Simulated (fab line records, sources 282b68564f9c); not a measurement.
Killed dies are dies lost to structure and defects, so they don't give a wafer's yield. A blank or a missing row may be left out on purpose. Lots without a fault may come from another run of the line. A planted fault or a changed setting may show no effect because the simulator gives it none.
fab line records | flow rit_cmos | part 1 of 2: steps 1 to 35 of 49
record lots=5 wafers=15 last_day=8
route steps=202 shown FOX2@25 NWELL@28 PWELL@39 WELLDRIVE@50 NRETRO@53 PRETRO@64
lots that met no fault: from a run of the same line without faults
start_h: hours from the record's first day to the start of the lot's first wafer shown | wait_h: hours since the lot's step before | " the same as in the row above | L1.1+2: a row that stands for several wafers | - no value, or no start given | * or withheld: withheld | < > ~ a bound
route shown NAME@n: a module of which the file shows steps, and the number in the route of the first | usual: mean/standard deviation of fault-free wafers | same: alike in all rows | chamber/n: place in a boat | sites: the reading at each site | _std_site: their standard deviation | _edge_site: outer sites' mean less inner sites' | radius_mm: how far each site lies from the wafer's centre | mask NAME#n: copy n | behind: the tool/chamber that last shaped the wafer | hold: why the lot was held/for how many hours/how that ended | device: the transistor (n, p or np) that didn't switch | end of line: the same wafers' tests at the end of the route | a step without rows: its recipe alone | killed: dies lost to structure and defects at the first sort, not the wafer's yield | map: a wafer's dies, x killed, . not, _ none there
set.NAME: the setting as run; set.NAME@STEP: as run at that earlier step | model.NAME: the simulator's own value behind a step, which no gauge read
lots at some steps of the route; a table a step, a row a wafer
services: from which hour (start_h, from the record's first day; less than 0 if before it) a tool's chamber was out of use, for how many hours, and why
## steps
# step RIT_FOX2_CLEAN_02
# recipe chemistry=dHF dilution=50:1 time_s=180
# columns lot.wafer tool chamber start_h wait_h
L086.3+4+5 wet_bench-03 3 81.54 0.0
L087.1+3+5 wet_bench-04 0 86.20 0.1
L090.2+3+4 wet_bench-04 3 99.49 0.0
L096.2+3+4 wet_bench-03 0 131.80 0.0
L097.2+3+5 wet_bench-01 3 136.12 0.0
# step RIT_FOX2_WET_ETCH_03
# recipe chemistry=H3PO4 target=Si3N4 target_depth_nm=195 temp_c=165 time_s=2700
# columns lot.wafer tool chamber start_h wait_h
L086.3+4+5 wet_bench-01 3 81.59 0.0
L087.1+3+5 wet_bench-03 0 86.26 0.0
L090.2+3+4 wet_bench-01 0 99.55 0.0
L096.2+3+4 wet_bench-04 3 131.86 0.0
L097.2+3+5 wet_bench-04 3 136.18 0.0
# step RIT_FOX2_THK_MEAS_90
# recipe reads=SiO2_of_FOX2_OXIDATION_00
# usual FIELD_OXIDE_LEFT_1_THK=331/8.1
# columns lot.wafer tool chamber start_h wait_h FIELD_OXIDE_LEFT_1_THK[nm]
L086.3 film_metro-02 - 82.37 0.0 327
L086.4 " - " " 321
L086.5 " - " " 327
L087.1 film_metro-02 - 87.02 0.0 324
L087.3 " - " " 325
L087.5 " - " " 325
L090.2 film_metro-03 - 100.32 0.0 330
L090.3 " - " " 333
L090.4 " - " " 329
L096.2 film_metro-02 - 132.63 0.0 345
L096.3 " - " " 345
L096.4 " - " " 343
L097.2 film_metro-03 - 136.95 0.0 334
L097.3 " - " " 336
L097.5 " - " " 330
# step RIT_NWELL_HMDS_00
# recipe prime_time_s=60 prime_temp_c=140
# usual prime_temp_c=140.00/0.14
# columns lot.wafer tool chamber start_h wait_h prime_temp_c
L086.3 litho_track-02 0 82.46 0.1 140.02
L086.4 " 0 " " 139.85
L086.5 " 0 " " 139.94
L087.1 litho_track-03 0 87.08 0.1 139.98
L087.3 " 0 " " 139.86
L087.5 " 0 " " 139.89
L090.2 litho_track-02 0 100.39 0.1 140.20
L090.3 " 0 " " 139.90
L090.4 " 0 " " 140.10
L096.2 litho_track-02 0 132.70 0.1 140.22
L096.3 " 0 " " 140.11
L096.4 " 0 " " 140.13
L097.2 litho_track-01 0 137.02 0.1 140.18
L097.3 " 0 " " 140.04
L097.5 " 0 " " 139.92
# step RIT_NWELL_COAT_01
# recipe resist=NOVOLAK spin_rpm=2000 resist_thk_nm=1300
# columns lot.wafer tool chamber start_h wait_h
L086.3+4+5 litho_track-02 0 82.61 0.1
L087.1+3+5 litho_track-03 0 87.23 0.1
L090.2+3+4 litho_track-02 0 100.54 0.1
L096.2+3+4 litho_track-02 0 132.85 0.1
L097.2+3+5 litho_track-01 0 137.17 0.1
# step RIT_NWELL_SOFTBAKE_02
# recipe resist=NOVOLAK temp_c=90 time_s=60
# columns lot.wafer tool chamber start_h wait_h
L086.3+4+5 litho_track-02 0 82.76 0.1
L087.1+3+5 litho_track-03 0 87.38 0.1
L090.2+3+4 litho_track-02 0 100.69 0.1
L096.2+3+4 litho_track-02 0 133.00 0.1
L097.2+3+5 litho_track-01 0 137.32 0.1
# step RIT_NWELL_EXPOSE_03
# recipe mask_id=M2 na=0.57 target_cd_nm=43900 dose_mj=250
# usual focus_offset_nm=0.0/0.49
# columns lot.wafer tool chamber start_h wait_h mask focus_offset_nm
L086.3 iline_stepper-01 0 82.90 0.1 M2#0 -0.2
L086.4 " 0 " " M2#0 0.2
L086.5 " 0 " " M2#0 0.4
L087.1 iline_stepper-01 0 87.53 0.1 M2#0 0.3
L087.3 " 0 " " M2#0 0.1
L087.5 " 0 " " M2#0 -0.3
L090.2 iline_stepper-02 0 100.84 0.1 M2#0 0.1
L090.3 " 0 " " M2#0 -0.4
L090.4 " 0 " " M2#0 -1.4
L096.2 iline_stepper-01 0 133.15 0.1 M2#0 0.1
L096.3 " 0 " " M2#0 0.3
L096.4 " 0 " " M2#0 0.0
L097.2 iline_stepper-01 0 137.46 0.1 M2#0 0.2
L097.3 " 0 " " M2#0 1.1
L097.5 " 0 " " M2#0 0.3
# step RIT_NWELL_PEB_04
# recipe resist=NOVOLAK temp_c=withheld time_s=withheld
# columns lot.wafer tool chamber start_h wait_h
L086.3+4+5 litho_track-03 0 83.03 0.1
L087.1+3+5 litho_track-03 0 87.65 0.1
L090.2+3+4 litho_track-01 0 100.98 0.1
L096.2+3+4 litho_track-01 0 133.27 0.1
L097.2+3+5 litho_track-03 0 137.59 0.1
# step RIT_NWELL_DEVELOP_05
# recipe resist=NOVOLAK develop_time_s=68 dev_temp_c=23
# columns lot.wafer tool chamber start_h wait_h
L086.3+4+5 litho_track-03 0 - -
L087.1+3+5 litho_track-03 0 - -
L090.2+3+4 litho_track-01 0 - -
L096.2+3+4 litho_track-01 0 - -
L097.2+3+5 litho_track-03 0 - -
# step RIT_NWELL_OVL_MEAS_06
# usual NWELL_OVL=0.6/1.4
# columns lot.wafer tool chamber start_h wait_h NWELL_OVL[nm]
L086.3 overlay-01 - 83.30 - 2.1
L086.4 " - " " 1.4
L086.5 " - " " 4.0
L087.1 overlay-01 - 87.96 - 1.7
L087.3 " - " " 1.4
L087.5 " - " " 1.1
L090.2 overlay-01 - 101.28 - -0.2
L090.3 " - " " 0.7
L090.4 " - " " 0.5
L096.2 overlay-02 - 133.56 - 1.2
L096.3 " - " " -1.4
L096.4 " - " " 0.8
L097.2 overlay-01 - 137.88 - 1.2
L097.3 " - " " -1.8
L097.5 " - " " -0.3
# step RIT_NWELL_HARDBAKE_07
# recipe resist=NOVOLAK temp_c=140 time_s=120
# columns lot.wafer tool chamber start_h wait_h
L086.3+4+5 litho_track-03 0 83.41 0.1
L087.1+3+5 litho_track-02 0 88.00 0.0
L090.2+3+4 litho_track-03 0 101.35 0.1
L096.2+3+4 litho_track-01 0 133.64 0.1
L097.2+3+5 litho_track-01 0 137.95 0.1
# step RIT_NWELL_IMPLANT_08
# recipe species=P energy_kev=170 dose_cm2=5e+13 tilt_deg=7
# columns lot.wafer tool chamber start_h wait_h
L086.3+4+5 implanter-03 0 83.63 0.2
L087.1+3+5 implanter-03 0 88.25 0.2
L090.2+3+4 implanter-04 0 101.58 0.2
L096.2+3+4 implanter-02 0 133.87 0.2
L097.2+3+5 implanter-02 0 138.19 0.2
# step RIT_NWELL_STRIP_09
# recipe chemistry=O2 time_s=180 resist=NOVOLAK platen_temp_c=withheld power_w=500 pressure_mtorr=4000 o2_flow_sccm=4000
# usual drypump_motor_current_A=5.8/0.55
# columns lot.wafer tool chamber start_h wait_h drypump_motor_current_A rf_hours_counter_h
L086.3 plasma_asher-01 0 83.79 0.1 6.6 -
L086.4 " 1 " " 5.0 -
L086.5 " 1 " " 5.0 -
L087.1 plasma_asher-01 1 88.40 0.1 5.0 42
L087.3 " 1 " " 5.0 -
L087.5 " 1 " " 5.0 -
L090.2 plasma_asher-01 0 101.71 0.1 6.6 44
L090.3 " 0 " " 6.6 -
L090.4 " 1 " " 5.0 -
L096.2 plasma_asher-02 0 133.99 0.1 6.2 36
L096.3 " 1 " " 5.6 -
L096.4 " 0 " " 6.3 -
L097.2 plasma_asher-02 1 138.31 0.1 5.7 37
L097.3 " 1 " " 5.6 -
L097.5 " 0 " " 6.3 -
# step RIT_NWELL_TW_MEAS_10
# usual NWELL_TW=2131/13
# columns lot.wafer tool chamber start_h wait_h NWELL_TW
L086.3 film_metro-03 - 83.92 0.1 2111
L086.4 " - " " 2117
L086.5 " - " " 2121
L087.1 film_metro-04 - 88.57 0.1 2142
L087.3 " - " " 2130
L087.5 " - " " 2141
L090.2 film_metro-03 - 101.89 0.1 2129
L090.3 " - " " 2139
L090.4 " - " " 2119
L096.2 film_metro-03 - 134.18 0.1 2102
L096.3 " - " " 2124
L096.4 " - " " 2125
L097.2 film_metro-03 - 138.50 0.1 2127
L097.3 " - " " 2121
L097.5 " - " " 2118
# step RIT_PWELL_HMDS_00
# recipe prime_time_s=60 prime_temp_c=140
# usual prime_temp_c=140.02/0.15
# columns lot.wafer tool chamber start_h wait_h prime_temp_c
L086.3 litho_track-02 0 84.01 0.1 139.89
L086.4 " 0 " " 139.81
L086.5 " 0 " " 139.75
L087.1 litho_track-04 0 88.63 0.1 140.08
L087.3 " 0 " " 140.00
L087.5 " 0 " " 139.96
L090.2 litho_track-02 0 101.97 0.1 140.03
L090.3 " 0 " " 139.98
L090.4 " 0 " " 139.97
L096.2 litho_track-04 0 134.25 0.1 139.77
L096.3 " 0 " " 139.78
L096.4 " 0 " " 139.89
L097.2 litho_track-04 0 138.57 0.1 140.03
L097.3 " 0 " " 140.01
L097.5 " 0 " " 139.99
# step RIT_PWELL_COAT_01
# recipe resist=NOVOLAK spin_rpm=2000 resist_thk_nm=1300
# columns lot.wafer tool chamber start_h wait_h
L086.3+4+5 litho_track-02 0 84.16 0.1
L087.1+3+5 litho_track-04 0 88.78 0.1
L090.2+3+4 litho_track-02 0 102.12 0.1
L096.2+3+4 litho_track-04 0 134.40 0.1
L097.2+3+5 litho_track-04 0 138.72 0.1
# step RIT_PWELL_SOFTBAKE_02
# recipe resist=NOVOLAK temp_c=90 time_s=60
# columns lot.wafer tool chamber start_h wait_h
L086.3+4+5 litho_track-02 0 84.31 0.1
L087.1+3+5 litho_track-04 0 88.93 0.1
L090.2+3+4 litho_track-02 0 102.27 0.1
L096.2+3+4 litho_track-04 0 134.55 0.1
L097.2+3+5 litho_track-04 0 138.87 0.1
# step RIT_PWELL_EXPOSE_03
# recipe mask_id=M3 na=0.57 target_cd_nm=43700 dose_mj=250
# usual focus_offset_nm=-0.1/0.5
# columns lot.wafer tool chamber start_h wait_h mask focus_offset_nm
L086.3 iline_stepper-02 0 84.58 0.2 M3#0 -0.4
L086.4 " 0 " " M3#0 -0.4
L086.5 " 0 " " M3#0 -0.1
L087.1 iline_stepper-01 0 89.21 0.2 M3#0 0.0
L087.3 " 0 " " M3#0 -0.5
L087.5 " 0 " " M3#0 -0.2
L090.2 iline_stepper-01 0 102.54 0.2 M3#0 -0.3
L090.3 " 0 " " M3#0 0.2
L090.4 " 0 " " M3#0 -0.4
L096.2 iline_stepper-02 0 134.70 0.1 M3#0 -0.9
L096.3 " 0 " " M3#0 0.1
L096.4 " 0 " " M3#0 -0.6
L097.2 iline_stepper-01 0 139.14 0.2 M3#0 0.9
L097.3 " 0 " " M3#0 0.4
L097.5 " 0 " " M3#0 0.5
# step RIT_PWELL_PEB_04
# recipe resist=NOVOLAK temp_c=withheld time_s=withheld
# columns lot.wafer tool chamber start_h wait_h
L086.3+4+5 litho_track-03 0 84.70 0.1
L087.1+3+5 litho_track-04 0 89.32 0.1
L090.2+3+4 litho_track-04 0 102.66 0.1
L096.2+3+4 litho_track-04 0 134.82 0.1
L097.2+3+5 litho_track-04 0 139.26 0.1
# step RIT_PWELL_DEVELOP_05
# recipe resist=NOVOLAK develop_time_s=68 dev_temp_c=23
# columns lot.wafer tool chamber start_h wait_h
L086.3+4+5 litho_track-03 0 - -
L087.1+3+5 litho_track-04 0 - -
L090.2+3+4 litho_track-04 0 - -
L096.2+3+4 litho_track-04 0 - -
L097.2+3+5 litho_track-04 0 - -
# step RIT_PWELL_OVL_MEAS_06
# usual PWELL_OVL=0.9/1.4
# columns lot.wafer tool chamber start_h wait_h PWELL_OVL[nm]
L086.3 overlay-01 - 84.98 - -0.6
L086.4 " - " " -0.9
L086.5 " - " " 1.2
L087.1 overlay-01 - 89.64 - 0.0
L087.3 " - " " -1.0
L087.5 " - " " -0.4
L090.2 overlay-01 - 102.95 - 0.6
L090.3 " - " " 0.7
L090.4 " - " " 1.3
L096.2 overlay-02 - 135.12 - 2.1
L096.3 " - " " 4.3
L096.4 " - " " 2.6
L097.2 overlay-01 - 139.56 - -0.2
L097.3 " - " " -0.5
L097.5 " - " " 0.3
# step RIT_PWELL_HARDBAKE_07
# recipe resist=NOVOLAK temp_c=140 time_s=120
# columns lot.wafer tool chamber start_h wait_h
L086.3+4+5 litho_track-04 0 85.14 0.2
L087.1+3+5 litho_track-04 0 89.67 0.0
L090.2+3+4 litho_track-04 0 103.02 0.1
L096.2+3+4 litho_track-04 0 135.19 0.1
L097.2+3+5 litho_track-02 0 139.63 0.1
# step RIT_PWELL_IMPLANT_08
# recipe species=B energy_kev=168 dose_cm2=7e+13 tilt_deg=7
# columns lot.wafer tool chamber start_h wait_h
L086.3+4+5 implanter-02 0 85.36 0.2
L087.1+3+5 implanter-02 0 89.92 0.2
L090.2+3+4 implanter-03 0 103.26 0.2
L096.2+3+4 implanter-03 0 135.42 0.2
L097.2+3+5 implanter-03 0 139.86 0.2
# step RIT_PWELL_STRIP_09
# recipe chemistry=O2 time_s=180 resist=NOVOLAK platen_temp_c=withheld power_w=500 pressure_mtorr=4000 o2_flow_sccm=4000
# usual drypump_motor_current_A=5.9/0.53
# columns lot.wafer tool chamber start_h wait_h drypump_motor_current_A rf_hours_counter_h
L086.3 plasma_asher-04 0 85.52 0.1 6.0 -
L086.4 " 1 " " 5.7 -
L086.5 " 1 " " 5.7 -
L087.1 plasma_asher-01 0 90.07 0.1 6.6 43
L087.3 " 0 " " 6.6 -
L087.5 " 1 " " 5.0 -
L090.2 plasma_asher-02 1 103.38 0.1 5.6 33
L090.3 " 1 " " 5.6 -
L090.4 " 0 " " 6.2 -
L096.2 plasma_asher-02 0 135.55 0.1 6.2 36
L096.3 " 0 " " 6.2 -
L096.4 " 1 " " 5.6 -
L097.2 plasma_asher-02 0 139.99 0.1 6.2 37
L097.3 " 1 " " 5.7 -
L097.5 " 1 " " 5.7 -
# step RIT_PWELL_TW_MEAS_10
# usual PWELL_TW=944/5.5
# columns lot.wafer tool chamber start_h wait_h PWELL_TW
L086.3 film_metro-03 - 85.66 0.1 948
L086.4 " - " " 944
L086.5 " - " " 942
L087.1 film_metro-04 - 90.25 0.1 950
L087.3 " - " " 950
L087.5 " - " " 947
L090.2 film_metro-04 - 103.57 0.1 951
L090.3 " - " " 951
L090.4 " - " " 952
L096.2 film_metro-03 - 135.73 0.1 934
L096.3 " - " " 937
L096.4 " - " " 938
L097.2 film_metro-03 - 140.17 0.1 940
L097.3 " - " " 945
L097.5 " - " " 941
# step RIT_WELLDRIVE_ANNEAL_00
# recipe temp_c=1100 time_s=14700 ambient=N2
# usual spike_tc_source_C=1127.2/1.3
# columns lot.wafer tool chamber start_h wait_h spike_tc_source_C
L086.3 furnace-03 0 85.70 0.0 1127.0
L086.4 " 0 " " 1126.6
L086.5 " 0 " " 1126.7
L087.1 furnace-03 0 91.03 0.8 1127.4
L087.3 " 0 " " 1128.7
L087.5 " 0 " " 1127.6
L090.2 furnace-01 0 103.62 0.0 1127.9
L090.3 " 0 " " 1126.6
L090.4 " 0 " " 1127.2
L096.2 furnace-01 0 136.76 1.0 1126.0
L096.3 " 0 " " 1126.2
L096.4 " 0 " " 1127.2
L097.2 furnace-03 0 142.81 2.6 1126.1
L097.3 " 0 " " 1127.8
L097.5 " 0 " " 1128.2
# step RIT_WELLDRIVE_RS_MEAS_01
# recipe thk_meas_gauge=four-point-probe
# usual NWELL_RS=275.7/0.87
# columns lot.wafer tool chamber start_h wait_h NWELL_RS[ohm/sq]
L086.3 film_metro-03 - 90.82 0.0 276.1
L086.4 " - " " 276.1
L086.5 " - " " 275.6
L087.1 film_metro-04 - 96.11 0.0 275.0
L087.3 " - " " 275.5
L087.5 " - " " 275.0
L090.2 film_metro-01 - 108.72 0.0 275.9
L090.3 " - " " 275.4
L090.4 " - " " 275.1
L096.2 film_metro-01 - 141.86 0.0 277.1
L096.3 " - " " 276.6
L096.4 " - " " 276.4
L097.2 film_metro-01 - 147.92 0.0 276.3
L097.3 " - " " 276.7
L097.5 " - " " 276.2
# step RIT_WELLDRIVE_RS_MEAS_02
# recipe thk_meas_gauge=four-point-probe
# usual PWELL_RS=430.7/0.99
# columns lot.wafer tool chamber start_h wait_h PWELL_RS[ohm/sq]
L086.3 film_metro-03 - 90.94 0.1 430.7
L086.4 " - " " 430.1
L086.5 " - " " 430.1
L087.1 film_metro-04 - 96.23 0.1 431.2
L087.3 " - " " 432.4
L087.5 " - " " 431.2
L090.2 film_metro-01 - 108.84 0.1 429.8
L090.3 " - " " 431.8
L090.4 " - " " 430.4
L096.2 film_metro-01 - 141.98 0.1 431.2
L096.3 " - " " 431.7
L096.4 " - " " 431.1
L097.2 film_metro-01 - 148.04 0.1 431.8
L097.3 " - " " 431.1
L097.5 " - " " 430.4
# step RIT_NRETRO_HMDS_00
# recipe prime_time_s=60 prime_temp_c=140
# usual prime_temp_c=139.98/0.12
# columns lot.wafer tool chamber start_h wait_h prime_temp_c
L086.3 litho_track-04 0 91.07 0.1 140.05
L086.4 " 0 " " 140.12
L086.5 " 0 " " 140.09
L087.1 litho_track-01 0 96.35 0.1 140.11
L087.3 " 0 " " 140.07
L087.5 " 0 " " 140.04
L090.2 litho_track-03 0 108.97 0.1 139.84
L090.3 " 0 " " 139.87
L090.4 " 0 " " 139.78
L096.2 litho_track-03 0 142.11 0.1 140.03
L096.3 " 0 " " 139.92
L096.4 " 0 " " 139.95
L097.2 litho_track-04 0 148.16 0.1 140.11
L097.3 " 0 " " 140.21
L097.5 " 0 " " 140.00
# step RIT_NRETRO_COAT_01
# recipe resist=NOVOLAK spin_rpm=2000 resist_thk_nm=1300
# columns lot.wafer tool chamber start_h wait_h
L086.3+4+5 litho_track-04 0 91.22 0.1
L087.1+3+5 litho_track-01 0 96.50 0.1
L090.2+3+4 litho_track-03 0 109.12 0.1
L096.2+3+4 litho_track-03 0 142.26 0.1
L097.2+3+5 litho_track-04 0 148.31 0.1
# step RIT_NRETRO_SOFTBAKE_02
# recipe resist=NOVOLAK temp_c=90 time_s=60
# columns lot.wafer tool chamber start_h wait_h
L086.3+4+5 litho_track-04 0 91.37 0.1
L087.1+3+5 litho_track-01 0 96.65 0.1
L090.2+3+4 litho_track-03 0 109.27 0.1
L096.2+3+4 litho_track-03 0 142.41 0.1
L097.2+3+5 litho_track-04 0 148.46 0.1
# step RIT_NRETRO_EXPOSE_03
# recipe mask_id=M4 na=0.57 target_cd_nm=43900 dose_mj=250
# usual focus_offset_nm=0.2/0.55
# columns lot.wafer tool chamber start_h wait_h mask focus_offset_nm
L086.3 iline_stepper-01 0 91.63 0.2 M4#0 -0.1
L086.4 " 0 " " M4#0 -0.4
L086.5 " 0 " " M4#0 0.4
L087.1 iline_stepper-01 0 96.80 0.1 M4#0 -0.2
L087.3 " 0 " " M4#0 0.4
L087.5 " 0 " " M4#0 0.0
L090.2 iline_stepper-02 0 109.41 0.1 M4#0 1.0
L090.3 " 0 " " M4#0 1.0
L090.4 " 0 " " M4#0 0.9
L096.2 iline_stepper-02 0 142.55 0.1 M4#0 0.4
L096.3 " 0 " " M4#0 -0.7
L096.4 " 0 " " M4#0 -0.1
L097.2 iline_stepper-02 0 148.61 0.1 M4#0 0.7
L097.3 " 0 " " M4#0 0.2
L097.5 " 0 " " M4#0 1.5
# step RIT_NRETRO_PEB_04
# recipe resist=NOVOLAK temp_c=withheld time_s=withheld
# columns lot.wafer tool chamber start_h wait_h
L086.3+4+5 litho_track-01 0 91.76 0.1
L087.1+3+5 litho_track-01 0 96.92 0.1
L090.2+3+4 litho_track-03 0 109.53 0.1
L096.2+3+4 litho_track-04 0 142.67 0.1
L097.2+3+5 litho_track-01 0 148.73 0.1
# step RIT_NRETRO_DEVELOP_05
# recipe resist=NOVOLAK develop_time_s=68 dev_temp_c=23
# columns lot.wafer tool chamber start_h wait_h
L086.3+4+5 litho_track-01 0 - -
L087.1+3+5 litho_track-01 0 - -
L090.2+3+4 litho_track-03 0 - -
L096.2+3+4 litho_track-04 0 - -
L097.2+3+5 litho_track-01 0 - -
# step RIT_NRETRO_OVL_MEAS_06
# usual NRETRO_OVL=-0.7/1.4
# columns lot.wafer tool chamber start_h wait_h NRETRO_OVL[nm]
L086.3 overlay-02 - 92.04 - -0.1
L086.4 " - " " 1.0
L086.5 " - " " -0.2
L087.1 overlay-02 - 97.23 - 1.3
L087.3 " - " " -2.4
L087.5 " - " " 0.7
L090.2 overlay-01 - 109.83 - -3.0
L090.3 " - " " -0.8
L090.4 " - " " -1.7
L096.2 overlay-01 - 142.97 - -1.2
L096.3 " - " " -1.4
L096.4 " - " " 1.5
L097.2 overlay-01 - 149.02 - -3.6
L097.3 " - " " -2.2
L097.5 " - " " -2.7
